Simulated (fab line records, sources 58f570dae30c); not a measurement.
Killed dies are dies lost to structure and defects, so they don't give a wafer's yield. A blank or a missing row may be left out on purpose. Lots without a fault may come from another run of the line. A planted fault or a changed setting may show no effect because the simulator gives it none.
Split-lot experiment | flow berkeley_cmos170 | 5 lots, 23 wafers read, on a route of 331 steps

THE SPLIT
At UCB170_NLDD_COAT_01 (resist thk 900 nm), the setting resist_thk_nm was moved away from the recipe's 900 nm on 7 of the 23 wafers read, by -4.2% to +2.2%. The other wafers ran this setting at the recipe's value.

The reading is taken at the split's own step.

THE READING
KrF_of_NLDD_COAT_01.thk_nm (the simulator's own value, which no gauge read), in nm, at UCB170_NLDD_COAT_01 (resist thk 900 nm). The file gives no usual value for it. The 16 wafers here that ran the recipe average 900.3 nm, standard deviation 3.3 nm.

wafer  | tool, chamber at the split | resist_thk_nm as run, nm | against the recipe | KrF_of_NLDD_COAT_01.thk_nm, nm | against lot-mates on the recipe
L075.3 | litho_track-01, 0          | 900                      | recipe             | 905.7                          | -
L075.4 | litho_track-01, 0          | 900                      | recipe             | 903                            | -
L075.6 | litho_track-01, 0          | 900                      | recipe             | 903.4                          | -
L078.1 | litho_track-04, 0          | 900                      | recipe             | 898.2                          | -
L078.2 | litho_track-04, 0          | 861.9                    | -4.2%              | 859.8                          | -37.2
L078.3 | litho_track-04, 0          | 900                      | recipe             | 897.4                          | -
L078.4 | litho_track-04, 0          | 900                      | recipe             | 895.3                          | -
L078.6 | litho_track-04, 0          | 861.9                    | -4.2%              | 861.8                          | -35.2
L080.1 | litho_track-03, 0          | 900                      | recipe             | 897                            | -
L080.2 | litho_track-03, 0          | 900                      | recipe             | 897.2                          | -
L080.4 | litho_track-03, 0          | 900                      | recipe             | 894.2                          | -
L080.5 | litho_track-03, 0          | 877.3                    | -2.5%              | 873.8                          | -22.3
L080.6 | litho_track-03, 0          | 877.3                    | -2.5%              | 871.4                          | -24.7
L076.2 | litho_track-01, 0          | 900                      | recipe             | 901.2                          | -
L076.3 | litho_track-01, 0          | 900                      | recipe             | 900.1                          | -
L076.4 | litho_track-01, 0          | 900                      | recipe             | 902                            | -
L076.5 | litho_track-01, 0          | 900                      | recipe             | 902.5                          | -
L076.6 | litho_track-01, 0          | 900                      | recipe             | 899.9                          | -
L083.1 | litho_track-01, 0          | 900                      | recipe             | 902.2                          | -
L083.2 | litho_track-01, 0          | 900                      | recipe             | 905                            | -
L083.4 | litho_track-01, 0          | 919.8                    | +2.2%              | 921.7                          | +18.1
L083.5 | litho_track-01, 0          | 919.8                    | +2.2%              | 920.7                          | +17.1
L083.6 | litho_track-01, 0          | 919.8                    | +2.2%              | 923.5                          | +19.9

THE FIT
A straight line over all 23 wafers: KrF_of_NLDD_COAT_01.thk_nm changes by +9.77 nm for each +1% of resist_thk_nm; r = +0.98; the points scatter about the line by 3.2 nm.
The same after taking each lot's own level away (the mean of its wafers on the recipe; 23 wafers): +8.64 nm for each +1%; r = +1.00; scatter 1.4 nm.
On that fit, the largest move of resist_thk_nm shifts the reading by 37 nm.
The lots' own levels span 896.13 to 904.03 nm, that is 2.4 times the standard deviation above.
So the lot-to-lot level changes the slope: the two fits differ.
Check: with one of the wafers moved furthest among these (-4.2%) left out of the fit, the line predicts -36.6 nm for it against its lot-mates. It came out at -37.2 nm against them.

THE WHOLE CHAIN: every reading that the file lists as answering this split, in the file's order
step                 | what it does      | reading                                                                     | change (the file's fit)              | r (the file's)
UCB170_NLDD_COAT_01  | resist thk 900 nm | KrF_of_NLDD_COAT_01.thk_nm (the simulator's own value, which no gauge read) | +8.68 nm for each +1% of the setting | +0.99
UCB170_NLDD_STRIP_10 | strips in O2      | strip_time_to_endpoint_s                                                    | withheld for each +1% of the setting | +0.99

THE FILE'S OWN FIT
KrF_of_NLDD_COAT_01.thk_nm changes by +8.68 nm for each +1% of resist_thk_nm, r = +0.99.
